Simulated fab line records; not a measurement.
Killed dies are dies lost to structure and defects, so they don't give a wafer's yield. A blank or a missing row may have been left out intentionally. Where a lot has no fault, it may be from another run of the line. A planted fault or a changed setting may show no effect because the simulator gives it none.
Struck lot and sound lot, side by side / flow rit-cmos / 29 out of 202 route steps
Sound: these wafers, L814.3, L814.5, L814.6. Struck: wafers L815.2, L815.5, L815.6. The cause comes at the end.
Each step with rows lists, per side, the tool, then ch with its chambers, then its first start. Under that, the readings that differ: sound wafers / struck wafers / difference of the means / sigmas: that difference in standard deviations of wafers without a fault.
alike: words and numbers the same on both sides, and readings whose means are apart by under 2 such deviations; not compared: readings that were withheld, readings missing a value for some wafer, numbers with overlapping values and no deviation given by the record, and bounds like >300 which may hide the same value.
A row with sigmas, a row that says differs or no value, or rows on one side alone: a step with any of these is where the two part. Non-overlapping numbers with no deviation appear without sigmas and do not part them. Lack of a reading on every wafer of one side parts them only where that side has two or more wafers.

first, 6 steps without rows for these wafers: RIT_SDANNEAL_CLEAN_00 (cleans in SC1, time 600 s); RIT_SDANNEAL_CLEAN_01 (cleans in dHF, time 30 s); RIT_SDANNEAL_CLEAN_02 (cleans in SC2, time 600 s); RIT_SDANNEAL_RTA_03 (time 5 s); RIT_SILICIDE_WET_ETCH_00 (etches SiO2 in BOE, target depth 14 nm, time 15 s); RIT_SILICIDE_SPUTTER_01 (material Ti, target thk 30 nm, time 246.8 s).
RIT_SILICIDE_RTA_04: time 10 s, ramp up 5 s, ramp down 5 s.
  sound on rtp-anneal-01 ch 0, day 7 14:23; struck on rtp-anneal-02 ch 0, day 7 21:25
reading=wafer_temp_C_max; sound=652.0 652.2 651.5; struck=654.3 654.8 654.1; difference=+2.5; sigmas=+2
then, 21 steps without rows for these wafers: RIT_SILICIDE_WET_ETCH_05 (etches Ti in SPM, time 120 s); RIT_SILICIDE_RTA_06 (time 10 s, ramp up 5 s, ramp down 10 s); RIT_CONTACT_CVD_00 (deposits SiO2 from TEOS, target thk 400 nm, time 61 s); RIT_CONTACT_HMDS_02 (prime time 60 s); RIT_CONTACT_COAT_03 (resist thk 1000 nm); RIT_CONTACT_SOFTBAKE_04 (time 60 s); RIT_CONTACT_EXPOSE_05 (exposes mask M11, target cd 1000 nm); RIT_CONTACT_PEB_06; RIT_CONTACT_DEVELOP_07 (develop time 120 s); RIT_CONTACT_HARDBAKE_10 (time 60 s); RIT_CONTACT_ETCH_11 (etches SiO2 in CHF3/CF4/Ar, stops on TiSi2, target depth 480 nm, time 320 s); RIT_CONTACT_STRIP_12 (strips in O2, time 180 s); RIT_CONTACT_CLEAN_13 (cleans in SC1, time 600 s); RIT_CONTACT_CLEAN_14 (cleans in SC2, time 600 s); RIT_M1_SPUTTER_00 (material Al, target thk 400 nm, time 500 s); RIT_M1_HMDS_03 (prime time 60 s); RIT_M1_COAT_04 (resist thk 1281 nm); RIT_M1_SOFTBAKE_05 (time 60 s); RIT_M1_EXPOSE_06 (exposes mask M12, target cd 2600 nm); RIT_M1_PEB_07; RIT_M1_DEVELOP_08 (develop time 68 s).
RIT_M1_PROBE_99:
  sound on prober-02 at day 7 21:14; struck on prober-01 at day 8 04:01
reading=model.etest.contact-pplus.end-ohm-um; sound=43.44 46.15 44.04; struck=50.43 50.96 52.13; difference=+6.63; sigmas=
reading=model.etest.contact-nplus.end-ohm-um; sound=43.43 42.73 42.45; struck=47.94 44.71 46.46; difference=+3.50; sigmas=
reading=model.etest.npoly-line.rs-ohm-sq; sound=16.6 16.73 16.88; struck=15.72 15.82 15.54; difference=-1.04; sigmas=
reading=model.etest.ppoly-line.rs-ohm-sq; sound=16.19 16.18 16.49; struck=15.3 15.47 15.21; difference=-1.0; sigmas=
reading=model.etest.npoly-sal.rs-ohm-sq; sound=4.261 4.258 4.247; struck=3.984 3.994 3.961; difference=-0.276; sigmas=
reading=model.etest.ppoly-sal.rs-ohm-sq; sound=4.223 4.229 4.22; struck=3.967 3.984 3.951; difference=-0.257; sigmas=
reading=model.etest.pplus-sal.rs-ohm-sq; sound=4.218 4.225 4.239; struck=3.954 3.989 3.915; difference=-0.275; sigmas=
reading=model.etest.nplus-sal.rs-ohm-sq; sound=4.181 4.222 4.23; struck=3.923 3.973 3.938; difference=-0.266; sigmas=
  alike: killed-at-front-end, killed-dies, killed-open, killed-short

## WHERE THEY PART
Only at RIT_SILICIDE_RTA_04, within this record. Later steps at which nothing parts them and some readings are alike: RIT_M1_PROBE_99.

WHY: what the simulator had put in
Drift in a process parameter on rtp-anneal-02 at RIT_SILICIDE_RTA_04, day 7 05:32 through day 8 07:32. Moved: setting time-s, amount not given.
